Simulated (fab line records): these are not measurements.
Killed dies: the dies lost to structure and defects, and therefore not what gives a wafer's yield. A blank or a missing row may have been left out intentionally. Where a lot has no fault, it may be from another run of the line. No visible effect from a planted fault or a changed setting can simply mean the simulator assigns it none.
Which tool is to blame? || flow rit-cmos || 45 wafers from 15 lots sampled at 3 of the route's 202 steps

## WHAT THE GAUGES SHOWED, per wafer
RIT_PWELL_TW_MEAS_10. Usual: PWELL_TW 962, standard deviation 9.4.
{"lot": "L182", "measured": "day 1 23:23", "on": "film-metro-03", "PWELL_TW": "963 964 963", "flag": ""}
{"lot": "L185", "measured": "day 2 13:46", "on": "film-metro-03", "PWELL_TW": "961 963 955", "flag": ""}
{"lot": "L186", "measured": "day 2 20:24", "on": "film-metro-03", "PWELL_TW": "960 956 962", "flag": ""}
{"lot": "L187", "measured": "day 3 00:58", "on": "film-metro-03", "PWELL_TW": "958 962 960", "flag": ""}
{"lot": "L188", "measured": "day 3 06:02", "on": "film-metro-02", "PWELL_TW": "949 954 950", "flag": ""}
{"lot": "L189", "measured": "day 3 11:05", "on": "film-metro-03", "PWELL_TW": "962 956 958", "flag": ""}
{"lot": "L190", "measured": "day 3 14:59", "on": "film-metro-03", "PWELL_TW": "1204 1210 1197", "flag": "OFF"}
{"lot": "L193", "measured": "day 4 08:48", "on": "film-metro-04", "PWELL_TW": "1207 1215 1208", "flag": "OFF"}
{"lot": "L196", "measured": "day 4 21:57", "on": "film-metro-02", "PWELL_TW": "954 956 950", "flag": ""}
{"lot": "L198", "measured": "day 5 08:47", "on": "film-metro-03", "PWELL_TW": "1184 1198 1196", "flag": "OFF"}
{"lot": "L199", "measured": "day 5 13:28", "on": "film-metro-03", "PWELL_TW": "951 952 956", "flag": ""}
{"lot": "L200", "measured": "day 5 19:32", "on": "film-metro-03", "PWELL_TW": "955 955 957", "flag": ""}
{"lot": "L201", "measured": "day 5 23:44", "on": "film-metro-04", "PWELL_TW": "977 975 982", "flag": ""}
{"lot": "L204", "measured": "day 6 15:50", "on": "film-metro-03", "PWELL_TW": "953 956 955", "flag": ""}
{"lot": "L205", "measured": "day 6 20:46", "on": "film-metro-03", "PWELL_TW": "965 959 957", "flag": ""}

RIT_WELLDRIVE_RS_MEAS_02: uses a four-point probe to measure. Usual: PWELL_RS 427.8 ohm/sq, standard deviation 1.4.
{"lot": "L182", "measured": "day 2 05:20", "on": "film-metro-03", "PWELL_RS (ohm/sq)": "430.5 429.1 428.9", "flag": ""}
{"lot": "L185", "measured": "day 2 19:35", "on": "film-metro-02", "PWELL_RS (ohm/sq)": "429.2 427.0 428.8", "flag": ""}
{"lot": "L186", "measured": "day 3 02:02", "on": "film-metro-03", "PWELL_RS (ohm/sq)": "427.9 427.7 427.7", "flag": ""}
{"lot": "L187", "measured": "day 3 06:13", "on": "film-metro-03", "PWELL_RS (ohm/sq)": "427.5 428.1 426.3", "flag": ""}
{"lot": "L188", "measured": "day 3 12:04", "on": "film-metro-03", "PWELL_RS (ohm/sq)": "426.8 426.4 426.3", "flag": ""}
{"lot": "L189", "measured": "day 3 16:21", "on": "film-metro-03", "PWELL_RS (ohm/sq)": "428.5 426.0 426.9", "flag": ""}
{"lot": "L190", "measured": "day 3 21:06", "on": "film-metro-03", "PWELL_RS (ohm/sq)": "278.3 278.7 278.8", "flag": "OFF"}
{"lot": "L193", "measured": "day 4 14:04", "on": "film-metro-03", "PWELL_RS (ohm/sq)": "279.3 280.2 280.3", "flag": "OFF"}
{"lot": "L196", "measured": "day 5 03:23", "on": "film-metro-03", "PWELL_RS (ohm/sq)": "424.4 424.5 426.2", "flag": ""}
{"lot": "L198", "measured": "day 5 14:05", "on": "film-metro-02", "PWELL_RS (ohm/sq)": "279.0 278.2 279.0", "flag": "OFF"}
{"lot": "L199", "measured": "day 5 19:10", "on": "film-metro-02", "PWELL_RS (ohm/sq)": "427.3 427.0 427.4", "flag": ""}
{"lot": "L200", "measured": "day 6 00:48", "on": "film-metro-02", "PWELL_RS (ohm/sq)": "427.2 426.1 426.4", "flag": ""}
{"lot": "L201", "measured": "day 6 05:16", "on": "film-metro-04", "PWELL_RS (ohm/sq)": "428.8 428.1 428.0", "flag": ""}
{"lot": "L204", "measured": "day 6 21:59", "on": "film-metro-04", "PWELL_RS (ohm/sq)": "428.2 428.7 429.4", "flag": ""}
{"lot": "L205", "measured": "day 7 03:09", "on": "film-metro-02", "PWELL_RS (ohm/sq)": "429.0 428.7 429.5", "flag": ""}

## TOOL THAT RAN EACH LOT (tool first, then ch and the chambers of the sampled wafers, then the start)
{"lot": "L182", "RIT_PWELL_IMPLANT_08": "implanter-01 ch 0, day 1 23:04"}
{"lot": "L185", "RIT_PWELL_IMPLANT_08": "implanter-01 ch 0, day 2 13:28"}
{"lot": "L186", "RIT_PWELL_IMPLANT_08": "implanter-01 ch 0, day 2 20:05"}
{"lot": "L187", "RIT_PWELL_IMPLANT_08": "implanter-04 ch 0, day 3 00:38"}
{"lot": "L188", "RIT_PWELL_IMPLANT_08": "implanter-04 ch 0, day 3 05:42"}
{"lot": "L189", "RIT_PWELL_IMPLANT_08": "implanter-01 ch 0, day 3 10:46"}
{"lot": "L190", "RIT_PWELL_IMPLANT_08": "implanter-01 ch 0, day 3 14:21"}
{"lot": "L193", "RIT_PWELL_IMPLANT_08": "implanter-01 ch 0, day 4 08:10"}
{"lot": "L196", "RIT_PWELL_IMPLANT_08": "implanter-03 ch 0, day 4 21:38"}
{"lot": "L198", "RIT_PWELL_IMPLANT_08": "implanter-01 ch 0, day 5 08:09"}
{"lot": "L199", "RIT_PWELL_IMPLANT_08": "implanter-03 ch 0, day 5 13:09"}
{"lot": "L200", "RIT_PWELL_IMPLANT_08": "implanter-03 ch 0, day 5 19:13"}
{"lot": "L201", "RIT_PWELL_IMPLANT_08": "implanter-03 ch 0, day 5 23:25"}
{"lot": "L204", "RIT_PWELL_IMPLANT_08": "implanter-04 ch 0, day 6 15:31"}
{"lot": "L205", "RIT_PWELL_IMPLANT_08": "implanter-03 ch 0, day 6 20:26"}
- RIT_PWELL_IMPLANT_08

## WHAT THE TOOLS THEMSELVES READ (means of the sampled wafers that have a number; where no wafer has one, the mark that the record gives instead)
The record holds no such reading with a usual standard deviation.

## THE ANSWER, worked out from the rows above alone
Rule: take the mean of a lot's wafers that have a number; if it is more than 3 standard deviations from the usual mean, the lot is off. Also off: a lot with no number at a reading for which 4 or more lots have one. All remaining lots with rows at the step are treated as sound. The gauges are gone through in route order, then the tools' own readings, and for those a lot's mean is taken as printed above. The first step at which some lot is off is used, and at that step the reading that is off furthest; a lot without a number counts as furthest.
Off: L190, L193, L198, at RIT_PWELL_TW_MEAS_10 (PWELL_TW).
A tool fits if, at a process step before that reading, it ran every lot that is off, and no sound lot after the first of them. The gauges at RIT_PWELL_TW_MEAS_10 are tried like those tools. One fits: implanter-01 at RIT_PWELL_IMPLANT_08. A fault onset in the window from L189 (day 3 10:46, its last sound lot) to L190 (day 3 14:21, its first lot off) fits.

## WHAT THE SIMULATOR HAD INSERTED
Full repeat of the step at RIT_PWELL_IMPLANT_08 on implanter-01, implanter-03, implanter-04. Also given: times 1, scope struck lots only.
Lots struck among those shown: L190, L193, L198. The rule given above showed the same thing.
